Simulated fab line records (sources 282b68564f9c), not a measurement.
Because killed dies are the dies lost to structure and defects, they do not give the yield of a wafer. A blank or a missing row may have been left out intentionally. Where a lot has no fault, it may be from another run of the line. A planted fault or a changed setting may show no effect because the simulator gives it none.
Problem report, 8D (eight disciplines) form, completed by code -- flow rit-cmos -- the parts of the form that need people (team, actions taken, sign-off) are left out

1. THE ISSUE
M1_AL_RS at RIT_M1_RS_MEAS_01 reads a mean of 0.0819 ohm/sq on 6 wafers of 2 lots; wafers without a fault read 0.0732 ohm/sq with a standard deviation of 0.0011. Measured from the usual mean, that is +7.9 standard deviations.
The step: measures by four-point-probe.
Seen first at day 5 18:31 on film-metro-01, wafer L182.1. The record has a number at this step for 42 wafers belonging to 14 lots. Rule for "out", or "out of limits": more than 4 standard deviations from the usual mean. The other wafers with a number count as sound.

2. WHAT THIS IS AND IS NOT
question,is,is not
which readings at this step,M1_AL_RS,-
which lots,"L182, L184","L171, L172, L174, L175, L176, L177, L178, L179, L186, L191, L192, L194"
which wafers of those lots,all that have a number,-
read on which gauges,film-metro-01,"film-metro-02, film-metro-03"
when,from day 5 18:31,"up to then (24 sound wafers); but 12 sound wafers of L186, L191, L192, L194 came after"

3. THE SUSPECTS, EACH WITH WHAT RULES IT OUT
Counting: a tool stays on the suspect list if, at a process step up to the reading, it processed all lots that are out and no sound lot following the first of them.
- the gauge at RIT_M1_RS_MEAS_01: kept. All the wafers that are out were read on film-metro-01, and no step on other tools shows them out.
- plasma-asher-03 at RIT_PLDD_STRIP_09 (strips in O2, time 180 s): ruled out as a lasting fault. After its first lot that is out, L182 (day 5 08:38), sound lots L194 ran on it.
- pvd-sputter-02 at RIT_M1_SPUTTER_00 (material Al, target thk 400 nm, time 500 s): kept. It ran every lot that is out, first L182 (day 5 18:13), and no sound lot after that; its last sound lot up to then is L179 (day 5 07:41).
Left after counting: pvd-sputter-02 at RIT_M1_SPUTTER_00, film-metro-01 at RIT_M1_RS_MEAS_01.

4. THE CAUSE (what the simulator had put in)
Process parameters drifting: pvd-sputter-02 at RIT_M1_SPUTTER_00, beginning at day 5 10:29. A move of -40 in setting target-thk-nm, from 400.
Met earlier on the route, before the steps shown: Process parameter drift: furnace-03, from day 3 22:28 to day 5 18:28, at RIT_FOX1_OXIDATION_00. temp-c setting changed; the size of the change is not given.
Counting left 2 suspects, and this tool is among them.

5. SEQUENCE OF EFFECTS, ordered by route
Each row: a reading where the mean over the struck wafers with a number is more than 3 standard deviations away from the usual. Only readings whose record carries a usual standard deviation are examined. hours: median over the lots of the time between each lot's start at the first step of this table that gives one and its start at this step. sigmas: the change, counted in usual standard deviations.
hours,step,reading,usual,on struck wafers,change,sigmas
0,RIT_M1_RS_MEAS_01,M1_AL_RS,0.0732 ohm/sq,0.0819,+0.0087,+7.9
0,RIT_M1_THK_MEAS_02,M1_AL_THK,408 nm,368,-40,-6.5
2,RIT_M1_METAL_ETCH_12,oes-product-au,0.767 a.u.,0.722,-0.045,-3.2
Process steps it contains:
- RIT_M1_METAL_ETCH_12: etches Al in Cl2/BCl3, stops on SiO2, time 165 s, target depth 600 nm.
At these later measuring or inspecting steps, every struck wafer for which the step has a row has a number for every such reading, and none has moved that far: RIT_M1_CD_MEAS_09.

6. HOW IT WOULD HAVE BEEN CAUGHT EARLIER
The first out-of-limits reading at a measuring or inspecting step in this record came at day 5 18:31, 8 hours after the fault's start at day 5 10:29.
Of the tool readings at RIT_M1_SPUTTER_00 for which the record gives a usual standard deviation, none was out on any struck wafer, so an alarm limit of 4 standard deviations on them would not have fired.
Of the lots that are out (2), L184 began RIT_M1_SPUTTER_00 on pvd-sputter-02 after day 5 18:31. A tool hold placed at that time would have kept it from harm.
